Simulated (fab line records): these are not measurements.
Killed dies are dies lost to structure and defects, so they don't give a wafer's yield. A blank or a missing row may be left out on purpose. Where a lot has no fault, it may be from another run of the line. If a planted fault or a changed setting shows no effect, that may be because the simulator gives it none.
A lot that was struck, set against a sound lot | flow berkeley_cmos170 | 44 steps out of a route of 331
Sound: these wafers, L871.3, L871.5, L871.6. Wafers L880.2, L880.5, L880.6 were the ones struck. The cause comes at the end.
For every step that has rows: the tool of each side, followed by ch and its chambers, followed by its first start. Under that, the readings that differ: sound wafers | struck wafers | difference of the means | sigmas: that difference in standard deviations of wafers without a fault.
alike: a reading whose means differ by less than 2 such deviations, as well as words and numbers matching on both sides. not compared: withheld readings; readings where some wafer has no value; bounds like >300 that might hide an equal value; numbers whose values overlap and for which the record gives no deviation.
The two part at a step that has a row with sigmas, a row that says differs or no value, or rows on one side only. Numbers that have no deviation but don't overlap get no sigmas and don't part them. A reading missing from all wafers of one side parts the sides only when that side holds two or more wafers.

first, 3 steps without rows for these wafers: UCB170_NLDD_EXPOSE_03 (exposes mask NSELECT, target cd 1200 nm); UCB170_NLDD_PEB_04; UCB170_NLDD_DEVELOP_05 (develop time 45 s).
UCB170_NLDD_CD_MEAS_06: the cd target is 1200 nm.
  sound on cd_sem-01, day 7 05:13; struck on cd_sem-01, day 9 11:38
  alike: cd_nm
UCB170_NLDD_OVL_MEAS_07:
  sound on overlay-02, day 7 05:19; struck on overlay-01, day 9 11:44
  alike: NLDD_OVL
then, 2 steps without rows for these wafers: UCB170_NLDD_IMPLANT_08; UCB170_NLDD_IMPLANT_09.
UCB170_NLDD_STRIP_10: strips in O2.
  sound on plasma_asher-04 ch 0,1, day 7 05:40; struck on plasma_asher-01 ch 0,1, day 9 12:04
  alike: drypump_motor_current_A, oes_product_au, strip_time_to_endpoint_s
  not compared: rf_hours_counter_h
UCB170_NLDD_TW_MEAS_11:
  sound on film_metro-04, day 7 05:46; struck on film_metro-03, day 9 12:11
  alike: NLDD_TW
then, 2 steps without rows for these wafers: UCB170_NLDD_CLEAN_12 (cleans in SPM, time 600 s); UCB170_SPACER_CVD_00 (deposits SiO2 from TEOS/O2, target thk 376 nm, time 47 s).
UCB170_SPACER_THK_MEAS_01:
  sound on film_metro-02, day 7 06:02; struck on film_metro-03, day 9 12:28
  alike: SPACER_TEOS_THK
UCB170_SPACER_ANNEAL_02: time 1800 s.
  sound on furnace-01 ch 0, day 7 09:08; struck on furnace-03 ch 0, day 9 13:47
  reading                   | sound             | struck            | difference | sigmas
  spike_tc_centre_C (C)     | 902.5 901.0 901.6 | 866.6 867.6 867.3 | -34.5      | -29
  zone_power_centre_pct (%) | 43 42 43          | 32 31 32          | -11        | -4
  zone_power_load_pct (%)   | 26.2 25.7 25.7    | 27.4 27.1 27.4    | +1.4       | +3
  zone_power_source_pct (%) | 24.4 24.6 24.3    | 28.6 28.5 28.4    | +4.1       | +5
UCB170_SPACER_ETCHBACK_03: etches SiO2 in CHF3/CF4/Ar, stops on Si, target depth 376 nm, time 100 s.
  sound on rie_diel-04 ch 2,3, day 7 10:38; struck on rie_diel-01 ch 0,2,3, day 9 15:17
  alike: drypump_motor_current_A, oes_product_au, throttle_valve_pct
  not compared: rf_hours_counter_h
then, 6 steps without rows for these wafers: UCB170_PSD_HMDS_00 (prime time 60 s); UCB170_PSD_COAT_01 (resist thk 900 nm); UCB170_PSD_SOFTBAKE_02 (time 60 s); UCB170_PSD_EXPOSE_03 (exposes mask PSELECT MOD, target cd 1200 nm); UCB170_PSD_PEB_04; UCB170_PSD_DEVELOP_05 (develop time 45 s).
UCB170_PSD_CD_MEAS_06: the cd target is 1200 nm.
  sound on cd_sem-02, day 7 12:02; struck on cd_sem-02, day 9 16:46
  alike: cd_nm
UCB170_PSD_OVL_MEAS_07:
  sound on overlay-02, day 7 12:07; struck on overlay-01, day 9 16:52
  alike: PSD_OVL
then, 1 step without rows for these wafers: UCB170_PSD_IMPLANT_08.
UCB170_PSD_STRIP_09: strips in O2.
  sound on plasma_asher-01 ch 0,1, day 7 12:20; struck on plasma_asher-01 ch 0,1, day 9 17:03
  alike: drypump_motor_current_A, oes_product_au, strip_time_to_endpoint_s
  not compared: rf_hours_counter_h
UCB170_PSD_TW_MEAS_10:
  sound on film_metro-03, day 7 12:25; struck on film_metro-01, day 9 17:10
  alike: PSD_TW
then, 7 steps without rows for these wafers: UCB170_PSD_CLEAN_11 (cleans in SPM, time 600 s); UCB170_NSD_HMDS_00 (prime time 60 s); UCB170_NSD_COAT_01 (resist thk 900 nm); UCB170_NSD_SOFTBAKE_02 (time 60 s); UCB170_NSD_EXPOSE_03 (exposes mask NSELECT MOD, target cd 1200 nm); UCB170_NSD_PEB_04; UCB170_NSD_DEVELOP_05 (develop time 45 s).
UCB170_NSD_CD_MEAS_06: the cd target is 1200 nm.
  sound on cd_sem-02, day 7 14:02; struck on cd_sem-02, day 9 18:24
  alike: cd_nm
UCB170_NSD_OVL_MEAS_07:
  sound on overlay-01, day 7 14:07; struck on overlay-01, day 9 18:31
  alike: NSD_OVL
then, 1 step without rows for these wafers: UCB170_NSD_IMPLANT_08.
UCB170_NSD_STRIP_09: strips in O2.
  sound on plasma_asher-04 ch 0,1, day 7 14:20; struck on plasma_asher-04 ch 0,1, day 9 18:41
  alike: drypump_motor_current_A, oes_product_au, strip_time_to_endpoint_s
  not compared: rf_hours_counter_h
UCB170_NSD_TW_MEAS_10:
  sound on film_metro-01, day 7 14:25; struck on film_metro-04, day 9 18:48
  alike: NSD_TW
then, 4 steps without rows for these wafers: UCB170_NSD_CLEAN_11 (cleans in SPM, time 600 s); UCB170_BACKSIDE_HMDS_00 (prime time 60 s); UCB170_BACKSIDE_COAT_01 (resist thk 900 nm); UCB170_BACKSIDE_SOFTBAKE_02 (time 60 s).
UCB170_BACKSIDE_STRIP_03: strips in O2.
  sound on plasma_asher-02 ch 0,1, day 7 15:22; struck on plasma_asher-03 ch 0,1, day 9 19:28
  alike: drypump_motor_current_A, oes_product_au, strip_time_to_endpoint_s
  not compared: rf_hours_counter_h
UCB170_SDANNEAL_RS_MEAS_04: the measuring method here is four-point-probe.
  sound on film_metro-04, day 7 16:05; struck on film_metro-01, day 9 20:23
  reading          | sound                | struck               | difference | sigmas
  PLDD_RS (ohm/sq) | 1040.5 1040.5 1039.3 | 1119.5 1118.1 1109.8 | +75.7      | +25
UCB170_M3_PROBE_99:
  only the struck wafers here have rows in the record (prober-01, day 10 19:46); the sound ones have none

== WHERE THEY PART ==
Last at UCB170_M3_PROBE_99 as far as this record goes, first at UCB170_SPACER_ANNEAL_02.

WHY: what the simulator had put in
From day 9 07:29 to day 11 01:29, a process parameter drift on furnace-03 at UCB170_SPACER_ANNEAL_02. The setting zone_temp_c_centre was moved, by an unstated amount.
